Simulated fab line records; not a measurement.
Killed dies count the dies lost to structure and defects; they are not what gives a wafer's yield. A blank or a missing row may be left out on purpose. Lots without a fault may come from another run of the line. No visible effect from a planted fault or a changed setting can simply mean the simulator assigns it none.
fab line records + flow rit-cmos
record
- lots=6
- wafers=18
- last-day=7
route steps=202 shown NWELL@35 PWELL@39 WELLDRIVE@50 NRETRO@53 M1@202
lots with no fault: from the same line, run without faults
start-h: hours from the record's first day to the start of the lot's first wafer shown + wait-h: time in hours since the lot's previous step + " repeats the value in the row above + L1.1+2: several wafers, shown together as one row + - either no value or no given start + * or withheld: withheld + < > ~ a bound
route shown NAME@n: NAME is a module with steps in the file, n the number in the route of the first one + usual: the fault-free wafers' mean and standard deviation + same: alike in all rows + chamber/n: place in a boat + sites: per-site readings + _std_site: how widely they spread, as a standard deviation + _edge_site: outer sites' mean less inner sites' + radius-mm: how far each site lies from the wafer's centre + mask NAME#n: copy n + behind: the tool/chamber that last shaped the wafer + hold: why the lot went on hold/how many hours it stayed there/how the hold came to an end + device: names the non-switching transistor (n, p or np) + end of line: the tests these same wafers got at the end of their route + a step with no rows: only its recipe + killed: dies lost to structure and defects at the first sort, not the wafer's yield + map: a wafer's dies, x killed, . not, _ none there
set.NAME: the setting the step ran with; set.NAME@STEP: the setting that earlier step ran with + model.NAME: the simulator's own value behind a step, which no gauge read
lots at selected steps of the route; one table per step, one row per wafer
services: when a tool's chamber went out of use (start-h, in hours from the record's first day, below 0 if earlier), for how many hours, and the reason
## steps
# step RIT_NWELL_HARDBAKE_07
# recipe
- resist=NOVOLAK
- temp-c=140
- time-s=120
# step RIT_NWELL_IMPLANT_08
# recipe
- species=P
- energy-kev=170
- dose-cm2=5e+13
- tilt-deg=7
# step RIT_NWELL_STRIP_09
# recipe
- chemistry=O2
- time-s=180
- resist=NOVOLAK
- platen-temp-c=withheld
- power-w=500
- pressure-mtorr=4000
- o2-flow-sccm=4000
# usual
- drypump-motor-current-A=6.09/0.25
| lot.wafer | tool            | chamber | start-h | wait-h | drypump-motor-current-A | rf-hours-counter-h |
|-----------|-----------------|---------|---------|--------|-------------------------|--------------------|
| L936.1    | plasma-asher-02 | 1       | 30.08   | 0.1    | 6.40                    | 40                 |
| L936.2    | "               | 0       | "       | "      | 6.45                    | 40                 |
| L936.6    | "               | 1       | "       | "      | 6.40                    | -                  |
| L943.2    | plasma-asher-01 | 1       | 68.61   | 0.1    | 5.75                    | 36                 |
| L943.4    | "               | 0       | "       | "      | 5.94                    | -                  |
| L943.5    | "               | 1       | "       | "      | 5.73                    | -                  |
| L948.1    | plasma-asher-01 | 1       | 87.36   | 0.1    | 5.70                    | 38                 |
| L948.2    | "               | 0       | "       | "      | 5.96                    | 38                 |
| L948.5    | "               | 1       | "       | "      | 5.71                    | -                  |
| L950.2    | plasma-asher-02 | 0       | 102.44  | 0.1    | 6.44                    | 47                 |
| L950.3    | "               | 0       | "       | "      | 6.42                    | -                  |
| L950.4    | "               | 1       | "       | "      | 6.41                    | -                  |
| L952.1    | plasma-asher-01 | 1       | 109.77  | 0.1    | 5.72                    | 40                 |
| L952.4    | "               | 1       | "       | "      | 5.74                    | -                  |
| L952.6    | "               | 0       | "       | "      | 5.93                    | -                  |
| L958.2    | plasma-asher-04 | 0       | 138.99  | 0.1    | 6.02                    | 3                  |
| L958.3    | "               | 0       | "       | "      | 6.03                    | -                  |
| L958.4    | "               | 1       | "       | "      | 6.01                    | -                  |
# step RIT_NWELL_TW_MEAS_10
# usual
- NWELL_TW=2148/15
| lot.wafer | tool          | chamber | start-h | wait-h | NWELL_TW |
|-----------|---------------|---------|---------|--------|----------|
| L936.1    | film-metro-01 | -       | 30.25   | 0.1    | 2167     |
| L936.2    | "             | -       | "       | "      | 2141     |
| L936.6    | "             | -       | "       | "      | 2150     |
| L943.2    | film-metro-02 | -       | 68.80   | 0.1    | 2153     |
| L943.4    | "             | -       | "       | "      | 2155     |
| L943.5    | "             | -       | "       | "      | 2156     |
| L948.1    | film-metro-04 | -       | 87.54   | 0.1    | 2129     |
| L948.2    | "             | -       | "       | "      | 2134     |
| L948.5    | "             | -       | "       | "      | 2144     |
| L950.2    | film-metro-04 | -       | 102.62  | 0.1    | 2120     |
| L950.3    | "             | -       | "       | "      | 2120     |
| L950.4    | "             | -       | "       | "      | 2124     |
| L952.1    | film-metro-02 | -       | 109.95  | 0.1    | 2143     |
| L952.4    | "             | -       | "       | "      | 2154     |
| L952.6    | "             | -       | "       | "      | 2158     |
| L958.2    | film-metro-01 | -       | 139.18  | 0.1    | 2161     |
| L958.3    | "             | -       | "       | "      | 2158     |
| L958.4    | "             | -       | "       | "      | 2139     |
# step RIT_PWELL_HMDS_00
# recipe
- prime-time-s=60
- prime-temp-c=140
# step RIT_PWELL_COAT_01
# recipe
- resist=NOVOLAK
- spin-rpm=2000
- resist-thk-nm=1300
# step RIT_PWELL_SOFTBAKE_02
# recipe
- resist=NOVOLAK
- temp-c=90
- time-s=58.85
# step RIT_PWELL_EXPOSE_03
# recipe
- mask-id=M3
- na=0.57
- target-cd-nm=43700
- dose-mj=250
# step RIT_PWELL_PEB_04
# recipe
- resist=NOVOLAK
- temp-c=withheld
- time-s=withheld
# step RIT_PWELL_DEVELOP_05
# recipe
- resist=NOVOLAK
- develop-time-s=68
- dev-temp-c=23
# step RIT_PWELL_OVL_MEAS_06
# usual
- PWELL_OVL=-1.3/1.2
| lot.wafer | tool       | chamber | start-h | wait-h | PWELL_OVL[nm] |
|-----------|------------|---------|---------|--------|---------------|
| L936.1    | overlay-01 | -       | 31.32   | -      | -0.5          |
| L936.2    | "          | -       | "       | "      | 0.0           |
| L936.6    | "          | -       | "       | "      | -3.1          |
| L943.2    | overlay-02 | -       | 70.00   | -      | -3.2          |
| L943.4    | "          | -       | "       | "      | 0.1           |
| L943.5    | "          | -       | "       | "      | -2.1          |
| L948.1    | overlay-01 | -       | 88.60   | -      | -2.7          |
| L948.2    | "          | -       | "       | "      | -1.8          |
| L948.5    | "          | -       | "       | "      | -1.4          |
| L950.2    | overlay-01 | -       | 103.68  | -      | 0.4           |
| L950.3    | "          | -       | "       | "      | 0.2           |
| L950.4    | "          | -       | "       | "      | -0.9          |
| L952.1    | overlay-01 | -       | 111.01  | -      | -0.4          |
| L952.4    | "          | -       | "       | "      | -2.3          |
| L952.6    | "          | -       | "       | "      | -0.3          |
| L958.2    | overlay-01 | -       | 140.16  | -      | -1.7          |
| L958.3    | "          | -       | "       | "      | 1.4           |
| L958.4    | "          | -       | "       | "      | 0.3           |
# step RIT_PWELL_HARDBAKE_07
# recipe
- resist=NOVOLAK
- temp-c=140
- time-s=120
# step RIT_PWELL_IMPLANT_08
# recipe
- species=B
- energy-kev=170
- dose-cm2=7e+13
- tilt-deg=7
# usual
- beam-on-s=9.99/0.2
- dose-ions-cm2=7.002e+13/6.6e+10
- faraday-current-uA=222/4.3
# same
- implant-ion-amu=11
| lot.wafer | tool         | chamber | start-h | wait-h | beam-on-s | dose-ions-cm2 | faraday-current-uA |
|-----------|--------------|---------|---------|--------|-----------|---------------|--------------------|
| L936.1    | implanter-02 | 0       | 31.60   | 0.2    | 10.10     | 7.001e+13     | 220                |
| L936.2    | "            | 0       | "       | "      | 9.78      | 7.003e+13     | 227                |
| L936.6    | "            | 0       | "       | "      | 10.33     | 6.995e+13     | 214                |
| L943.2    | implanter-02 | 0       | 70.30   | 0.2    | 9.98      | 5.532e+13     | 175                |
| L943.4    | "            | 0       | "       | "      | 9.76      | 5.515e+13     | 179                |
| L943.5    | "            | 0       | "       | "      | 9.69      | 5.522e+13     | 181                |
| L948.1    | implanter-02 | 0       | 88.89   | 0.2    | 9.87      | 5.535e+13     | 177                |
| L948.2    | "            | 0       | "       | "      | 9.98      | 5.524e+13     | 176                |
| L948.5    | "            | 0       | "       | "      | 9.99      | 5.525e+13     | 175                |
| L950.2    | implanter-03 | 0       | 103.99  | 0.2    | 10.11     | 6.993e+13     | 221                |
| L950.3    | "            | 0       | "       | "      | 10.07     | 6.997e+13     | 220                |
| L950.4    | "            | 0       | "       | "      | 10.07     | 6.995e+13     | 221                |
| L952.1    | implanter-04 | 0       | 111.30  | 0.2    | 10.32     | 7.004e+13     | 214                |
| L952.4    | "            | 0       | "       | "      | 10.04     | 7.004e+13     | 221                |
| L952.6    | "            | 0       | "       | "      | 9.64      | 7.007e+13     | 229                |
| L958.2    | implanter-04 | 0       | 140.46  | 0.2    | 10.01     | 6.989e+13     | 223                |
| L958.3    | "            | 0       | "       | "      | 10.03     | 6.995e+13     | 222                |
| L958.4    | "            | 0       | "       | "      | 10.24     | 6.993e+13     | 217                |
# step RIT_PWELL_STRIP_09
# recipe
- chemistry=O2
- time-s=180
- resist=NOVOLAK
- platen-temp-c=withheld
- power-w=500
- pressure-mtorr=4000
- o2-flow-sccm=4000
# usual
- drypump-motor-current-A=5.6/0.4
| lot.wafer | tool            | chamber | start-h | wait-h | drypump-motor-current-A | rf-hours-counter-h |
|-----------|-----------------|---------|---------|--------|-------------------------|--------------------|
| L936.1    | plasma-asher-03 | 1       | 31.75   | 0.1    | 5.1                     | 23                 |
| L936.2    | "               | 0       | "       | "      | 5.2                     | 23                 |
| L936.6    | "               | 1       | "       | "      | 5.1                     | -                  |
| L943.2    | plasma-asher-04 | 1       | 70.43   | 0.1    | 6.0                     | 46                 |
| L943.4    | "               | 0       | "       | "      | 6.0                     | -                  |
| L943.5    | "               | 0       | "       | "      | 6.0                     | -                  |
| L948.1    | plasma-asher-01 | 0       | 89.04   | 0.1    | 5.9                     | 38                 |
| L948.2    | "               | 1       | "       | "      | 5.7                     | 38                 |
| L948.5    | "               | 1       | "       | "      | 5.8                     | -                  |
| L950.2    | plasma-asher-01 | 1       | 104.11  | 0.1    | 5.7                     | 40                 |
| L950.3    | "               | 1       | "       | "      | 5.7                     | -                  |
| L950.4    | "               | 0       | "       | "      | 5.9                     | -                  |
| L952.1    | plasma-asher-03 | 0       | 111.45  | 0.1    | 5.2                     | 33                 |
| L952.4    | "               | 1       | "       | "      | 5.1                     | -                  |
| L952.6    | "               | 0       | "       | "      | 5.2                     | -                  |
| L958.2    | plasma-asher-01 | 1       | 140.59  | 0.1    | 5.7                     | 44                 |
| L958.3    | "               | 1       | "       | "      | 5.7                     | -                  |
| L958.4    | "               | 0       | "       | "      | 6.0                     | -                  |
# step RIT_PWELL_TW_MEAS_10
# usual
- PWELL_TW=951/6.8
| lot.wafer | tool          | chamber | start-h | wait-h | PWELL_TW |
|-----------|---------------|---------|---------|--------|----------|
| L936.1    | film-metro-04 | -       | 31.93   | 0.1    | 941      |
| L936.2    | "             | -       | "       | "      | 947      |
| L936.6    | "             | -       | "       | "      | 945      |
| L943.2    | film-metro-02 | -       | 70.61   | 0.1    | 882      |
| L943.4    | "             | -       | "       | "      | 892      |
| L943.5    | "             | -       | "       | "      | 893      |
| L948.1    | film-metro-02 | -       | 89.22   | 0.1    | 881      |
| L948.2    | "             | -       | "       | "      | 884      |
| L948.5    | "             | -       | "       | "      | 879      |
| L950.2    | film-metro-04 | -       | 104.30  | 0.1    | 945      |
| L950.3    | "             | -       | "       | "      | 947      |
| L950.4    | "             | -       | "       | "      | 952      |
| L952.1    | film-metro-04 | -       | 111.63  | 0.1    | 943      |
| L952.4    | "             | -       | "       | "      | 940      |
| L952.6    | "             | -       | "       | "      | 941      |
| L958.2    | film-metro-04 | -       | 140.77  | 0.1    | 940      |
| L958.3    | "             | -       | "       | "      | 942      |
| L958.4    | "             | -       | "       | "      | 942      |
# step RIT_WELLDRIVE_ANNEAL_00
# recipe
- temp-c=1100
- time-s=14700
- ambient=N2
# step RIT_WELLDRIVE_RS_MEAS_01
# recipe
- thk-meas-gauge=four-point-probe
# usual
- NWELL_RS=275.6/0.78
| lot.wafer | tool          | chamber | start-h | wait-h | NWELL_RS[ohm/sq] |
|-----------|---------------|---------|---------|--------|------------------|
| L936.1    | film-metro-01 | -       | 39.09   | 0.0    | 275.3            |
| L936.2    | "             | -       | "       | "      | 276.0            |
| L936.6    | "             | -       | "       | "      | 275.5            |
| L943.2    | film-metro-01 | -       | 77.16   | 0.0    | 275.1            |
| L943.4    | "             | -       | "       | "      | 275.6            |
| L943.5    | "             | -       | "       | "      | 275.9            |
| L948.1    | film-metro-01 | -       | 95.00   | 0.0    | 274.6            |
| L948.2    | "             | -       | "       | "      | 275.1            |
| L948.5    | "             | -       | "       | "      | 274.9            |
| L950.2    | film-metro-02 | -       | 110.48  | 0.0    | 275.3            |
| L950.3    | "             | -       | "       | "      | 275.8            |
| L950.4    | "             | -       | "       | "      | 274.6            |
| L952.1    | film-metro-04 | -       | 117.27  | 0.0    | 275.8            |
| L952.4    | "             | -       | "       | "      | 275.8            |
| L952.6    | "             | -       | "       | "      | 275.4            |
| L958.2    | film-metro-04 | -       | 147.95  | 0.0    | 276.6            |
| L958.3    | "             | -       | "       | "      | 276.8            |
| L958.4    | "             | -       | "       | "      | 277.1            |
# step RIT_WELLDRIVE_RS_MEAS_02
# recipe
- thk-meas-gauge=four-point-probe
# usual
- PWELL_RS=429.1/1.2
| lot.wafer | tool          | chamber | start-h | wait-h | PWELL_RS[ohm/sq] |
|-----------|---------------|---------|---------|--------|------------------|
| L936.1    | film-metro-01 | -       | 39.21   | 0.1    | 428.8            |
| L936.2    | "             | -       | "       | "      | 428.4            |
| L936.6    | "             | -       | "       | "      | 427.6            |
| L943.2    | film-metro-01 | -       | 77.28   | 0.1    | 499.2            |
| L943.4    | "             | -       | "       | "      | 497.5            |
| L943.5    | "             | -       | "       | "      | 498.3            |
| L948.1    | film-metro-01 | -       | 95.12   | 0.1    | 498.8            |
| L948.2    | "             | -       | "       | "      | 498.1            |
| L948.5    | "             | -       | "       | "      | 498.6            |
| L950.2    | film-metro-02 | -       | 110.60  | 0.1    | 428.7            |
| L950.3    | "             | -       | "       | "      | 427.0            |
| L950.4    | "             | -       | "       | "      | 426.2            |
| L952.1    | film-metro-04 | -       | 117.39  | 0.1    | 429.7            |
| L952.4    | "             | -       | "       | "      | 429.3            |
| L952.6    | "             | -       | "       | "      | 430.5            |
| L958.2    | film-metro-04 | -       | 148.07  | 0.1    | 427.9            |
| L958.3    | "             | -       | "       | "      | 428.6            |
| L958.4    | "             | -       | "       | "      | 428.2            |
# step RIT_NRETRO_HMDS_00
# recipe
- prime-time-s=60
- prime-temp-c=140
# step RIT_M1_PROBE_99
# usual
- killed-at-contacts=0.1/0.23
- killed-at-front-end=6.6/2.8
- killed-dies=6.6/2.8
- killed-on-rim=1.8/1.4
- killed-open=3.3/2
- killed-short=3.2/1.7
# same
- gross-dies=264
- killed_at_M0_to_M3=0
- killed_at_M4_up=0
- killed-at-back-side=0
- killed-at-other=0
| lot.wafer | tool      | chamber | start-h | wait-h | killed-at-contacts | killed-at-front-end | killed-dies | killed-on-rim | killed-open | killed-short | model.etest.nmos_0p3.r-on-ohm-um | model.etest.pwell-pinched.rs-ohm-sq | model.etest.pwell.rs-ohm-sq | model.etest.nmos_0p15.r-on-ohm-um | model.etest.nmos-turned.drive-ua-um | model.etest.nmos_0p15.drive-ua-um | model.etest.nmos-narrow.drive-ua-um | model.etest.nmos_0p3.drive-ua-um |
|-----------|-----------|---------|---------|--------|--------------------|---------------------|-------------|---------------|-------------|--------------|----------------------------------|-------------------------------------|-----------------------------|-----------------------------------|-------------------------------------|-----------------------------------|-------------------------------------|----------------------------------|
| L936.1    | prober-01 | -       | 74.91   | 0.1    | 0                  | 5                   | 5           | 0             | 0           | 5            | 2247                             | 468.2                               | 422.2                       | 1209                              | 287.9                               | 452.6                             | 227.2                               | 220.4                            |
| L936.2    | prober-01 | -       | 74.96   | 0.1    | 0                  | 7                   | 7           | 0             | 3           | 4            | 2224                             | 461.6                               | 416.6                       | 1190                              | 288.1                               | 455.6                             | 228.5                               | 221.8                            |
| L936.6    | prober-01 | -       | 75.16   | 0.2    | 0                  | 4                   | 4           | 2             | 4           | 0            | 2206                             | 470                                 | 420.7                       | 1174                              | 307.4                               | 469.9                             | 231.1                               | 223.6                            |
| L943.2    | prober-01 | -       | 109.23  | 0.1    | 0                  | 5                   | 5           | 2             | 1           | 4            | 1950                             | 516.8                               | 474.3                       | 1061                              | 377.6                               | 505.6                             | 274                                 | 262.6                            |
| L943.4    | prober-01 | -       | 109.33  | 0.2    | 0                  | 5                   | 5           | 2             | 1           | 4            | 1984                             | 523.4                               | 474.4                       | 1066                              | 380.6                               | 511.1                             | 274.3                               | 264.7                            |
| L943.5    | prober-01 | -       | 109.38  | 0.2    | 0                  | 4                   | 4           | 1             | 2           | 2            | 1977                             | 526.5                               | 477.6                       | 1063                              | 394.4                               | 513.4                             | 271.9                               | 261.3                            |
| L948.1    | prober-01 | -       | 128.75  | 0.1    | 0                  | 6                   | 6           | 4             | 4           | 2            | 2028                             | 536.6                               | 483.8                       | 1102                              | 364.1                               | 497.2                             | 265.7                               | 253.9                            |
| L948.2    | prober-01 | -       | 128.80  | 0.1    | 0                  | 5                   | 5           | 0             | 3           | 2            | 2058                             | 534.4                               | 479.3                       | 1112                              | 357.6                               | 487.3                             | 256.1                               | 248.9                            |
| L948.5    | prober-01 | -       | 128.95  | 0.2    | 0                  | 4                   | 4           | 0             | 2           | 2            | 2029                             | 539.9                               | 495.6                       | 1091                              | 366                                 | 496.9                             | 260.5                               | 251.5                            |
| L950.2    | prober-01 | -       | 140.75  | 0.1    | 0                  | 3                   | 3           | 1             | 1           | 2            | 2224                             | 464.4                               | 419.1                       | 1155                              | 324.1                               | 464.1                             | 226.5                               | 218.6                            |
| L950.3    | prober-01 | -       | 140.80  | 0.2    | 0                  | 5                   | 5           | 1             | 3           | 2            | 2130                             | 458                                 | 416.3                       | 1075                              | 336.9                               | 480.9                             | 233.2                               | 223.4                            |
| L950.4    | prober-01 | -       | 140.85  | 0.2    | 0                  | 4                   | 4           | 1             | 2           | 1            | 2148                             | 463.2                               | 421.1                       | 1118                              | 332                                 | 483.9                             | 236.5                               | 227.7                            |
| L952.1    | prober-01 | -       | 149.17  | 0.1    | 0                  | 8                   | 8           | 2             | 3           | 5            | 2206                             | 457.4                               | 417.7                       | 1190                              | 301                                 | 444.4                             | 223.7                               | 218.2                            |
| L952.4    | prober-01 | -       | 149.32  | 0.2    | 0                  | 6                   | 6           | 2             | 3           | 2            | 2238                             | 462.2                               | 418.7                       | 1183                              | 303.5                               | 448                               | 220.7                               | 217.3                            |
| L952.6    | prober-01 | -       | 149.42  | 0.2    | 0                  | 7                   | 7           | 4             | 3           | 4            | 2272                             | 458.1                               | 415.9                       | 1216                              | 285.1                               | 438.9                             | 219.7                               | 214.1                            |
| L958.2    | prober-01 | -       | 178.27  | 0.1    | 0                  | 6                   | 6           | 3             | 3           | 3            | 2150                             | 457.8                               | 418.1                       | 1154                              | 325.8                               | 469.6                             | 232.4                               | 231.3                            |
| L958.3    | prober-01 | -       | 178.32  | 0.2    | 1                  | 7                   | 8           | 1             | 2           | 6            | 2173                             | 462.8                               | 418.6                       | 1158                              | 326.6                               | 470                               | 226.8                               | 227                              |
| L958.4    | prober-01 | -       | 178.37  | 0.2    | 0                  | 5                   | 5           | 0             | 2           | 3            | 2164                             | 452.9                               | 418.9                       | 1099                              | 337.5                               | 478.7                             | 227.2                               | 225.8                            |
# killed by level:class
L936.1 FOX1:geometric-particle:short=2 GATE:geometric-particle:short=2 SILICIDE:geometric-particle:short=1
L936.2 FOX1:geometric-particle:short=2 FOX1:geometric-particle:open=1 GATE:geometric-particle:open=1 REOX:geometric-particle:short=1 SILICIDE:geometric-particle:short=1 SILICIDE:geometric-particle:open=1
L936.6 SILICIDE:geometric-particle:open=2 FOX2:geometric-particle:open=1 GATE:geometric-particle:open=1
L943.2 FOX2:geometric-particle:short=2 GATE:geometric-particle:short=1 GATE:geometric-particle:open=1 SPACER:geometric-particle:short=1
L943.4 SPACER:geometric-particle:short=2 FOX1:geometric-particle:short=1 GATE:geometric-particle:open=1 REOX:geometric-particle:short=1
L943.5 FOX2:geometric-particle:open=1 GATE:geometric-particle:open=1 REOX:geometric-particle:short=1 SILICIDE:geometric-particle:short=1
L948.1 GATE:geometric-particle:open=3 SPACER:geometric-particle:short=2 REOX:geometric-particle:open=1
L948.2 FOX2:geometric-particle:open=2 SPACER:geometric-particle:short=2 REOX:geometric-particle:open=1
L948.5 FOX1:geometric-particle:short=1 FOX1:geometric-particle:open=1 FOX2:geometric-particle:open=1 FOX2:geometric-particle:short=1
L950.2 SILICIDE:geometric-particle:short=2 GATE:geometric-particle:open=1
L950.3 GATE:geometric-particle:short=2 REOX:geometric-particle:open=2 GATE:geometric-particle:open=1
L950.4 GATE:geometric-particle:open=1 GATE:geometric-particle:short=1 SPACER:geometric-particle:open=1 NWELL:coat-microbubble-printed=1
L952.1 FOX1:geometric-particle:short=2 FOX1:geometric-particle:open=2 GATE:geometric-particle:short=2 SPACER:geometric-particle:short=1 SPACER:geometric-particle:open=1
L952.4 FOX1:geometric-particle:open=2 SPACER:geometric-particle:short=2 SILICIDE:geometric-particle:open=1 NLDD:coat-microbubble-printed=1
L952.6 GATE:geometric-particle:open=2 FOX1:geometric-particle:short=1 GATE:geometric-particle:short=1 REOX:geometric-particle:short=1 SPACER:geometric-particle:open=1 SPACER:geometric-particle:short=1
L958.2 GATE:geometric-particle:short=2 FOX1:geometric-particle:open=1 FOX2:geometric-particle:short=1 REOX:geometric-particle:open=1 SILICIDE:geometric-particle:open=1
L958.3 GATE:geometric-particle:open=2 SILICIDE:geometric-particle:short=2 FOX1:geometric-particle:short=1 FOX2:geometric-particle:short=1 GATE:geometric-particle:short=1 CONTACT:geometric-particle:short=1
L958.4 GATE:geometric-particle:short=3 GATE:geometric-particle:open=1 REOX:geometric-particle:open=1
## services
| tool            | chamber | start-h | hours | kind       |
|-----------------|---------|---------|-------|------------|
| plasma-asher-02 | -       | 39.84   | 14.4  | repair     |
| plasma-asher-02 | -       | 47.53   | 0.5   | repair     |
| implanter-02    | -       | 50.90   | 1.8   | repair     |
| plasma-asher-03 | -       | 52.89   | 14.6  | pm         |
| implanter-04    | -       | 64.07   | 4.5   | pm         |
| implanter-03    | -       | 84.67   | 9.6   | repair     |
| implanter-02    | -       | 92.01   | 0.8   | repair     |
| implanter-04    | -       | 103.79  | 3.2   | pm         |
| plasma-asher-04 | -       | 108.75  | 9.0   | pm         |
| plasma-asher-04 | 0       | 108.75  | 9.0   | vent-cycle |
| plasma-asher-04 | 1       | 108.75  | 9.0   | vent-cycle |
| implanter-04    | -       | 113.03  | 1.0   | repair     |
| plasma-asher-04 | 0       | 117.75  | -     | clean      |
| plasma-asher-04 | 1       | 117.75  | -     | clean      |
| plasma-asher-02 | -       | 121.22  | 0.5   | repair     |
| implanter-03    | -       | 132.72  | 8.4   | repair     |
| plasma-asher-01 | -       | 134.42  | 1.8   | repair     |
## key
first-sign
- step=RIT_PWELL_IMPLANT_08
- reading=dose-ions-cm2
- direction=down
- sigmas=99+
- usual=7.002e+13
- struck=5.526e+13
effect
- step=RIT_PWELL_IMPLANT_08
- reading=faraday-current-uA
- direction=down
- sigmas=10
- usual=222
- struck=177
effect
- step=RIT_PWELL_TW_MEAS_10
- reading=PWELL_TW
- direction=down
- sigmas=9.7
- usual=951
- struck=885
effect
- step=RIT_WELLDRIVE_RS_MEAS_02
- reading=PWELL_RS
- direction=up
- sigmas=59
- usual=429.1
- struck=498.4
model-effect
- step=RIT_M1_PROBE_99
- value=etest.nmos_0p3.r-on-ohm-um
- without=2145
- struck=2004
met-at RIT_PWELL_IMPLANT_08
struck-wafers L943.2,L943.4,L943.5,L948.1,L948.2,L948.5
tester-left-out L943,L948
onset-between 31.60 70.30
fault
- kind=process-parameter-drift
- tool=implanter-02
- chamber=-
- onset-h=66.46
- steps=RIT_PWELL_IMPLANT_08
- channel=dose-cm2
- offset=-1.47e+13
- shape=step
- end-h=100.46
- acts-in=these-recipes-only
- stated=7e+13
# tester-left-out: of these lots the tester's yield and bins aren't shown, on N5 and GAA mostly nor the transistor test; their killed dies are dies lost to structure and defects alone, not to doping, threshold or leakage, so they don't give the yield
